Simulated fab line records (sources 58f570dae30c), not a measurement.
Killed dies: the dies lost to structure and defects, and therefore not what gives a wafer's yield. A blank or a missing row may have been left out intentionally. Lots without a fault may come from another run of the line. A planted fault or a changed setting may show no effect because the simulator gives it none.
Chamber matching    flow berkeley_cmos170    UCB170_ACTIVE_ETCH_15 on rie_diel-04: 4 sister chambers
The step etches Si3N4 in CH3F/Ar/O2, stops on SiO2, target depth 242 nm, time 151 s. 14 wafers are shown with their chamber, then 7 later ones without.

== WAFERS PAIRED WITH THEIR CHAMBERS ==
wafer   chamber  throttle_valve_pct (%)  oes_product_au (a.u.)
L285.1  3        8.00                    0.986
L285.4  2        8.07                    0.957
L285.6  3        8.01                    0.975
L286.1  1        8.19                    0.940
L286.3  2        8.08                    0.944
L286.6  3        8.01                    0.966
L288.1  3        8.00                    0.966
L288.3  2        8.10                    0.954
L288.6  3        8.02                    0.979
L291.1  1        8.21                    0.941
L291.3  2        8.07                    0.952
L291.6  3        7.99                    0.982
L296.1  3        7.99                    0.968
L296.2  0        8.00                    0.960

SIGNATURES (averages over the wafers above)
reading             chamber 0  chamber 1  chamber 2  chamber 3  scatter within a chamber
throttle_valve_pct  8.0000     8.2000     8.0800     8.0029     0.0124
oes_product_au      0.96000    0.94050    0.95175    0.97457    0.00699
Rule: for each reading, subtract the chamber's mean from the wafer's reading, divide by that reading's scatter and square the result; add these up over the readings and take the root, which gives the wafer's distance from the chamber. If the next closest chamber is less than 2 further off than the closest, the wafer can't be placed; otherwise it belongs to the closest. The scatter: take each reading less its chamber's mean, square it, sum over the shown wafers, divide by the number of wafers less the number of chambers, and take the root.

== WAFERS WITHOUT THEIR CHAMBER ==
wafer   throttle_valve_pct (%)  oes_product_au (a.u.)
L296.3  8.21                    0.953
L299.1  8.21                    0.940
L299.2  8.01                    0.973
L299.6  8.11                    0.952
L308.2  8.02                    0.955
L308.3  8.10                    0.946
L308.5  8.01                    0.959

== WHICH CHAMBER EACH WENT THROUGH ==
wafer   from the rows above      in truth
L296.3  1                        1
L299.1  1                        1
L299.2  can't be placed: 3 or 0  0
L299.6  2                        2
L308.2  can't be placed: 0 or 3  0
L308.3  2                        2
L308.5  can't be placed: 0 or 3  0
Correct placement for 4 of the 7. From these rows, 3 cannot be placed; in 3 the true chamber is one of the candidates. Placed wrongly: 0.
